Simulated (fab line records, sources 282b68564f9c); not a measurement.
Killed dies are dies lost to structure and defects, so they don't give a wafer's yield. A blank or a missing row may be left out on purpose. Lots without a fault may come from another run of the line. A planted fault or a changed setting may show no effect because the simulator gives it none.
A struck lot beside a sound one | flow rit_cmos | 15 steps out of a route of 202
Sound: wafers L332.1, L332.3, L332.4. Struck: wafers L341.4, L341.5. (L341.6 of the same lot was not struck and is left out.) The cause comes at the end.
At each step with rows: each side's tool, then ch and its chambers, then its first start. Under that, the readings that differ: sound wafers | struck wafers | difference of the means | sigmas: that difference in standard deviations of wafers without a fault.
alike: readings whose means differ by less than 2 such deviations, and words and numbers that are the same on both sides. not compared: withheld readings, readings that some wafer has no value for, bounds like >300 that may hide the same value, and numbers for which the record gives no deviation and whose values overlap.
The two part at a step that has a row with sigmas, a row that says differs or no value, or rows on one side only. Numbers that don't overlap but have no deviation are shown without sigmas and don't part them. A reading that every wafer of one side lacks parts them only if that side has two wafers or more.

RIT_M1_THK_MEAS_02: measures by xrf.
  sound on film_metro-04, day 5 23:25; struck on film_metro-04, day 7 18:11
  alike: M1_AL_THK
then, 6 steps without rows for these wafers: RIT_M1_HMDS_03 (prime time 60 s); RIT_M1_COAT_04 (resist thk 1286 nm); RIT_M1_SOFTBAKE_05 (time 60 s); RIT_M1_EXPOSE_06 (exposes mask M12, target cd 2600 nm); RIT_M1_PEB_07; RIT_M1_DEVELOP_08 (develop time 68 s).
RIT_M1_CD_MEAS_09: target cd 2600 nm.
  sound on cd_sem-02, day 6 00:21; struck on cd_sem-02, day 7 19:09
  alike: cd_nm
RIT_M1_OVL_MEAS_10:
  sound on overlay-01, day 6 00:28; struck on overlay-01, day 7 19:14
  alike: M1_OVL
then, 1 step without rows for these wafers: RIT_M1_HARDBAKE_11 (time 120 s).
RIT_M1_METAL_ETCH_12: etches Al in Cl2/BCl3, stops on SiO2, time 165 s, target depth 600 nm.
  sound on rie_metal-04 ch 0,1, day 6 00:46; struck on rie_metal-04 ch 0,1, day 7 19:37
  alike: drypump_motor_current_A, oes_product_au, throttle_valve_pct
  not compared: rf_hours_counter_h
then, 1 step without rows for these wafers: RIT_M1_STRIP_13 (strips in nmp, time 600 s).
RIT_M1_STRIP_14: strips in O2, time 180 s.
  sound on plasma_asher-04 ch 0,1, day 6 01:05; struck on plasma_asher-01 ch 0, day 7 20:10
  reading          | sound             | struck      | difference | sigmas
  run_length_s (s) | 207.9 208.0 207.9 | 102.2 102.2 | -105.7     | -99 or more
  alike: drypump_motor_current_A
  not compared: rf_hours_counter_h
RIT_M1_CD_MEAS_90: target cd 2600 nm.
  sound on cd_sem-01, day 6 01:16; struck on cd_sem-01, day 7 20:20
  alike: cd_nm
RIT_M1_PROBE_99:
  sound on prober-01, day 6 03:01; struck on prober-02, day 7 22:10
  alike: defect_limited_yield, killed_at_contacts, killed_at_front_end, killed_dies, killed_on_rim, killed_open, killed_short, sort_bin_3_pad_short, sort_bin_5_function, sort_bin_6_memory, sort_n_pass, sort_yield_pct

WHERE THEY PART
Only at RIT_M1_STRIP_14, within this record. Later steps at which nothing parts them and some readings are alike: RIT_M1_CD_MEAS_90, RIT_M1_PROBE_99.

WHY: what the simulator had put in
Process parameter drift: plasma_asher-01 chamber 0, from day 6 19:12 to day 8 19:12, at RIT_M1_STRIP_14. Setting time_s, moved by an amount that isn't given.
